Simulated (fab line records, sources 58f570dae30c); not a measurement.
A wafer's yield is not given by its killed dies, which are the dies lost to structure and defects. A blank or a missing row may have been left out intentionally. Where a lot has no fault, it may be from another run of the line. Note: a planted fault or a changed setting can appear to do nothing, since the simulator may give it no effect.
Lot-split experiment | flow berkeley_cmos170 | route with 331 steps; 5 lots, 23 wafers read

== ABOUT THE SPLIT ==
At UCB170_NVT_IMPLANT_07, the setting energy_kev was moved away from the recipe's 50 on 5 of the 23 wafers read, by +3.4% to +3.8%. The other wafers ran this setting at the recipe's value.

The reading comes from the split's own step.

== THE READING ==
implant.drp_nm (the simulator's own value, which no gauge read), in nm, at UCB170_NVT_IMPLANT_07. The file gives no usual value for it.

wafer  | tool, chamber at the split | energy_kev as run | against the recipe | implant.drp_nm, nm | against lot-mates on the recipe
L075.1 | implanter-04, 0            | 50                | recipe             | 18.57              | -
L075.2 | implanter-04, 0            | 50                | recipe             | 18.57              | -
L075.3 | implanter-04, 0            | 50                | recipe             | 18.57              | -
L074.1 | implanter-04, 0            | 50                | recipe             | 18.57              | -
L074.2 | implanter-04, 0            | 50                | recipe             | 18.57              | -
L074.4 | implanter-04, 0            | 50                | recipe             | 18.57              | -
L074.5 | implanter-04, 0            | 50                | recipe             | 18.57              | -
L074.6 | implanter-04, 0            | 50                | recipe             | 18.57              | -
L080.1 | implanter-01, 0            | 50                | recipe             | 18.57              | -
L080.3 | implanter-01, 0            | 50                | recipe             | 18.57              | -
L080.2 | implanter-01, 0            | 51.92             | +3.8%              | 19.08              | +0.51
L080.4 | implanter-01, 0            | 51.92             | +3.8%              | 19.08              | +0.51
L080.5 | implanter-01, 0            | 51.92             | +3.8%              | 19.08              | +0.51
L081.1 | implanter-02, 0            | 50                | recipe             | 18.57              | -
L081.2 | implanter-02, 0            | 50                | recipe             | 18.57              | -
L081.4 | implanter-02, 0            | 50                | recipe             | 18.57              | -
L081.5 | implanter-02, 0            | 50                | recipe             | 18.57              | -
L081.6 | implanter-02, 0            | 50                | recipe             | 18.57              | -
L082.1 | implanter-04, 0            | 51.71             | +3.4%              | 19.03              | +0.46
L082.4 | implanter-04, 0            | 51.71             | +3.4%              | 19.03              | +0.46
L082.2 | implanter-04, 0            | 50                | recipe             | 18.57              | -
L082.3 | implanter-04, 0            | 50                | recipe             | 18.57              | -
L082.6 | implanter-04, 0            | 50                | recipe             | 18.57              | -

FIT RESULTS
A straight line over all 23 wafers: implant.drp_nm changes by +0.133 nm for each +1% of energy_kev; r = +1.00; the points scatter about the line by 0.0014 nm.
The same after taking each lot's own level away (the mean of its wafers on the recipe; 23 wafers): +0.133 nm for each +1%; r = +1.00; scatter 0.0014 nm.
According to that fit, moving energy_kev by its largest amount changes the reading by 0.51 nm.
The lots' own levels span 18.570 to 18.570 nm.
Consequently the slope shifts little with the lot-to-lot level, the two slopes agreeing.
Check: with one of the wafers moved furthest among these (+3.8%) left out of the fit, the line predicts +0.513 nm for it against its lot-mates. It came out at +0.51 nm against them.

== THESE WAFERS: OTHER SPLITS ==
Before the reading, these wafers also passed through other splits. Each is held against what the fit with the lots' levels taken away leaves over:
other split on the same wafers        | wafers away from the commonest value | r with implant.drp_nm (lot level and that fit taken away)
UCB170_ZERO_COAT_01 spin_rpm          | 7                                    | -0.09
UCB170_NWELL_CVD_04 temp_c            | 15                                   | -0.45
UCB170_NWELL_ETCH_13 time_s           | 8                                    | +0.25
UCB170_PWELL_CVD_05 sih2cl2_flow_sccm | 18                                   | +0.51
UCB170_PWELL_IMPLANT_15 energy_kev    | 7                                    | -0.18
UCB170_WELLDRIVE_OXIDATION_01 temp_c  | 18                                   | -0.26

== THE WHOLE CHAIN: every reading that the file lists as answering this split, in the file's order ==
step                  | what it does | reading                                                         | change (the file's fit)               | r (the file's)
UCB170_NVT_IMPLANT_07 |              | implant.rp_nm (the simulator's own value, which no gauge read)  | +0.357 nm for each +1% of the setting | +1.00
UCB170_NVT_IMPLANT_07 |              | implant.drp_nm (the simulator's own value, which no gauge read) | +0.134 nm for each +1% of the setting | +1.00

== FILE'S OWN FIT ==
implant.drp_nm changes by +0.134 nm for each +1% of energy_kev, r = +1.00.
